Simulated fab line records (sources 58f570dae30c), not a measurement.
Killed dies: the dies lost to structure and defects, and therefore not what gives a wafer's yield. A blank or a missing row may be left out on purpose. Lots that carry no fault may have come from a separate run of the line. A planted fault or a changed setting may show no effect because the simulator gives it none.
Code-filled problem report in 8D (eight disciplines) form || flow berkeley-cmos170 || the parts of the form that need people (team, actions taken, sign-off) are left out

== 1. WHAT WENT WRONG ==
dose-ions-cm2 at UCB170_PFIELD_IMPLANT_07 reads a mean of 1.9367e+13 on 6 wafers of 2 lots; wafers without a fault read 1.9999e+13 with a standard deviation of 2.3e+10. That puts it -27 standard deviations away from the usual mean.
First seen on wafer L316.2, day 6 05:32, on implanter-01. The record holds 18 wafers of 6 lots with a number at this step. Rule for "out" (also "out of limits"): further than 4 standard deviations from the usual mean. Any other wafer with a number is counted as sound.

== 2. WHAT THIS IS AND IS NOT ==
{"question": "which readings at this step", "is": "dose-ions-cm2", "is not": "-"}
{"question": "which lots", "is": "L315, L316", "is not": "L306, L308, L323, L324"}
{"question": "which wafers of those lots", "is": "all that have a number", "is not": "-"}
{"question": "read on which tools", "is": "implanter-01", "is not": "implanter-02, implanter-04"}
{"question": "when", "is": "from day 6 05:32", "is not": "up to then (6 sound wafers); but 6 sound wafers of L323, L324 came after"}

== 3. WHAT RULES OUT EACH SUSPECT ==
Counting: any tool at a process step up to the reading is kept as a suspect provided that every lot that is out went through it and no sound lot did after the first of them.
- implanter-01 at UCB170_PFIELD_IMPLANT_07: kept. It ran every lot that is out, first L316 (day 6 05:32), and no sound lot after that; its last sound lot up to then is L306 (day 3 19:36). Its own readings are out on those wafers: dose-ions-cm2.
Left after counting: implanter-01 at UCB170_PFIELD_IMPLANT_07.

== 4. THE CAUSE (what the simulator had put in) ==
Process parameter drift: implanter-01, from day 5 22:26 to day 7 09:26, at UCB170_PFIELD_IMPLANT_07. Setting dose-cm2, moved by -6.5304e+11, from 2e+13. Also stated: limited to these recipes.
Counting left only this tool.

== 5. SEQUENCE OF EFFECTS, ordered by route ==
One row per reading whose mean, taken over the struck wafers that have a number, lies over 3 standard deviations from the usual. Readings are gone through only where the record gives a usual standard deviation; hours: the median, over the lots, of the time from a lot's start at the first step in this table giving one to that lot's start at this step; sigmas: the change measured in usual standard deviations.
{"hours": 0, "step": "UCB170_PFIELD_IMPLANT_07", "reading": "dose-ions-cm2", "usual": 1.9999e+13, "on struck wafers": 1.9367e+13, "change": -6.3167e+11, "sigmas": -27}
Its process steps:
- UCB170_PFIELD_IMPLANT_07

== 6. WHAT WOULD HAVE CAUGHT IT SOONER ==
First out-of-limits reading in this record: day 6 05:32, which is 7 hours after fault onset at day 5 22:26.
